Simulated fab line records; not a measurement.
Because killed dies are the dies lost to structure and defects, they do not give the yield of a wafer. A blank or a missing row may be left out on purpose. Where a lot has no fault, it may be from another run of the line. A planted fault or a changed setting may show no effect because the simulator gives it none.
Which of the tools did it? :: flow rit cmos :: 15 lots with 45 wafers sampled at 2 steps, on a route of 202 steps

WHAT EACH GAUGE READ, for each wafer
The record lacks any reading of a measuring or inspecting step that a usual standard deviation could be used to judge.

EACH LOT AND THE TOOL THAT RAN IT (in order: tool; ch and the chambers of the sampled wafers; start)
lot: L925
RIT_CONTACT_SOFTBAKE_04: litho track-04 ch 0, day 3 05:56
RIT_M1_PROBE_99: prober-01, day 3 12:04

lot: L926
RIT_CONTACT_SOFTBAKE_04: litho track-03 ch 0, day 3 07:56
RIT_M1_PROBE_99: prober-02, day 3 13:59

lot: L927
RIT_CONTACT_SOFTBAKE_04: litho track-03 ch 0, day 3 14:27
RIT_M1_PROBE_99: prober-01, day 3 20:31

lot: L929
RIT_CONTACT_SOFTBAKE_04: litho track-04 ch 0, day 4 00:39
RIT_M1_PROBE_99: prober-01, day 4 06:57

lot: L930
RIT_CONTACT_SOFTBAKE_04: litho track-01 ch 0, day 4 04:20
RIT_M1_PROBE_99: prober-02, day 4 11:43

lot: L932
RIT_CONTACT_SOFTBAKE_04: litho track-01 ch 0, day 4 14:34
RIT_M1_PROBE_99: prober-02, day 4 20:35

lot: L935
RIT_CONTACT_SOFTBAKE_04: litho track-04 ch 0, day 5 05:33
RIT_M1_PROBE_99: prober-01, day 5 11:22

lot: L936
RIT_CONTACT_SOFTBAKE_04: litho track-03 ch 0, day 5 10:40
RIT_M1_PROBE_99: prober-02, day 5 16:51

lot: L939
RIT_CONTACT_SOFTBAKE_04: litho track-04 ch 0, day 6 01:41
RIT_M1_PROBE_99: prober-01, day 6 07:49

lot: L940
RIT_CONTACT_SOFTBAKE_04: litho track-04 ch 0, day 6 05:41
RIT_M1_PROBE_99: prober-02, day 6 11:43

lot: L941
RIT_CONTACT_SOFTBAKE_04: litho track-01 ch 0, day 6 11:19
RIT_M1_PROBE_99: prober-01, day 6 18:25

lot: L942
RIT_CONTACT_SOFTBAKE_04: litho track-04 ch 0, day 6 16:26
RIT_M1_PROBE_99: prober-02, day 6 23:20

lot: L943
RIT_CONTACT_SOFTBAKE_04: litho track-04 ch 0, day 6 21:08
RIT_M1_PROBE_99: prober-01, day 7 03:14

lot: L946
RIT_CONTACT_SOFTBAKE_04: litho track-01 ch 0, day 7 11:38
RIT_M1_PROBE_99: prober-02, day 7 18:51

lot: L947
RIT_CONTACT_SOFTBAKE_04: litho track-03 ch 0, day 7 16:36
RIT_M1_PROBE_99: prober-01, day 8 00:50
- RIT_CONTACT_SOFTBAKE_04: time 60 s.
- RIT_M1_PROBE_99

WHAT THE TOOLS THEMSELVES READ (means of the sampled wafers that have a number; where no wafer has one, the mark that the record gives instead)
RIT_CONTACT_SOFTBAKE_04.
lot: L925
tool: litho track-04
heater power total W (W): 34.55
run length s (s): 89.58

lot: L926
tool: litho track-03
heater power total W (W): 34.52
run length s (s): 89.30

lot: L927
tool: litho track-03
heater power total W (W): 34.56
run length s (s): 89.38

lot: L929
tool: litho track-04
heater power total W (W): 34.55
run length s (s): 89.40

lot: L930
tool: litho track-01
heater power total W (W): 34.56
run length s (s): 89.16

lot: L932
tool: litho track-01
heater power total W (W): 34.54
run length s (s): 89.16

lot: L935
tool: litho track-04
heater power total W (W): 34.55
run length s (s): 89.36

lot: L936
tool: litho track-03
heater power total W (W): 34.55
run length s (s): 89.31

lot: L939
tool: litho track-04
heater power total W (W): 34.56
run length s (s): 89.46

lot: L940
tool: litho track-04
heater power total W (W): 46.64
run length s (s): 48.78

lot: L941
tool: litho track-01
heater power total W (W): 34.55
run length s (s): 89.15

lot: L942
tool: litho track-04
heater power total W (W): 46.68
run length s (s): 48.77

lot: L943
tool: litho track-04
heater power total W (W): 46.59
run length s (s): 48.63

lot: L946
tool: litho track-01
heater power total W (W): 34.58
run length s (s): 89.08

lot: L947
tool: litho track-03
heater power total W (W): 34.54
run length s (s): 89.47

RIT_M1_PROBE_99.
lot: L925
tool: prober-01
killed_at_M0_to_M3: 0.0
killed at front end: 3.7
killed dies: 3.7
killed open: 1.3
killed short: 2.3

lot: L926
tool: prober-02
killed_at_M0_to_M3: 0.0
killed at front end: 6.7
killed dies: 6.7
killed open: 3.0
killed short: 3.7

lot: L927
tool: prober-01
killed_at_M0_to_M3: 0.0
killed at front end: 5.0
killed dies: 5.0
killed open: 2.0
killed short: 3.0

lot: L929
tool: prober-01
killed_at_M0_to_M3: 0.3
killed at front end: 6.7
killed dies: 7.0
killed open: 4.0
killed short: 3.0

lot: L930
tool: prober-02
killed_at_M0_to_M3: 0.0
killed at front end: 8.0
killed dies: 8.0
killed open: 4.7
killed short: 3.3

lot: L932
tool: prober-02
killed_at_M0_to_M3: 0.0
killed at front end: 2.7
killed dies: 2.7
killed open: 2.3
killed short: 0.3

lot: L935
tool: prober-01
killed_at_M0_to_M3: 0.0
killed at front end: 9.0
killed dies: 9.0
killed open: 3.7
killed short: 5.3

lot: L936
tool: prober-02
killed_at_M0_to_M3: 0.0
killed at front end: 5.7
killed dies: 5.7
killed open: 2.0
killed short: 3.7

lot: L939
tool: prober-01
killed_at_M0_to_M3: 0.0
killed at front end: 6.7
killed dies: 6.7
killed open: 3.7
killed short: 3.0

lot: L940
tool: prober-02
killed_at_M0_to_M3: 0.0
killed at front end: 2.3
killed dies: 2.3
killed open: 1.0
killed short: 1.3

lot: L941
tool: prober-01
killed_at_M0_to_M3: 0.0
killed at front end: 5.3
killed dies: 5.3
killed open: 1.3
killed short: 4.0

lot: L942
tool: prober-02
killed_at_M0_to_M3: 0.0
killed at front end: 8.0
killed dies: 8.0
killed open: 2.0
killed short: 6.0

lot: L943
tool: prober-01
killed_at_M0_to_M3: 0.0
killed at front end: 4.7
killed dies: 4.7
killed open: 2.0
killed short: 2.7

lot: L946
tool: prober-02
killed_at_M0_to_M3: 0.0
killed at front end: 6.7
killed dies: 6.7
killed open: 3.7
killed short: 3.0

lot: L947
tool: prober-01
killed_at_M0_to_M3: 0.0
killed at front end: 5.3
killed dies: 5.3
killed open: 2.7
killed short: 2.7

THE ANSWER, worked out from the rows above alone
Rule: what is usual is taken from the lots themselves. The widest of any qualifying gaps counts: lots, ordered by their means at a reading, are off when they make up no more than a third of the lots, leave a main group of 4 or more, and stand apart from it by 3 or more times the standard deviation of that group's means. The tables above print the reading to a certain number of digits; a main group whose means all agree to those digits is not used. Also off: a lot with no number at a reading for which 4 or more lots have one. All remaining lots with rows at the step are treated as sound. Order of review: gauges by route order, followed by the tools' own readings, for which a lot's mean as printed above is used. The first step at which some lot is off is used, and at that step the reading that is off furthest; a lot without a number counts as furthest.
Off at RIT_CONTACT_SOFTBAKE_04 (heater power total W): L940, L942, L943. The main group: mean 34.55 W, standard deviation 0.014.
A tool fits if, at that step or a process step before it, it ran every lot that is off, and no sound lot after the first of them. One fits: RIT_CONTACT_SOFTBAKE_04 on litho track-04. A fault onset in the window from L939 (day 6 01:41, its last sound lot) to L940 (day 6 05:41, its first lot off) fits.
The tool's own readings at RIT_CONTACT_SOFTBAKE_04 bear it out: on the lots that are off they differ by more than 5 times the standard deviation of the sound lots' means. heater power total W reads 46.64 W there against 34.55 W on the sound lots; run length s reads 48.73 s there against 89.32 s on the sound lots.

WHAT WAS PUT IN BY THE SIMULATOR
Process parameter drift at RIT_CONTACT_SOFTBAKE_04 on litho track-04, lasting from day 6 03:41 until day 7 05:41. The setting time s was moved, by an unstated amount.
Shown lots that were struck: L940, L942, L943. The same result came from the rule above.
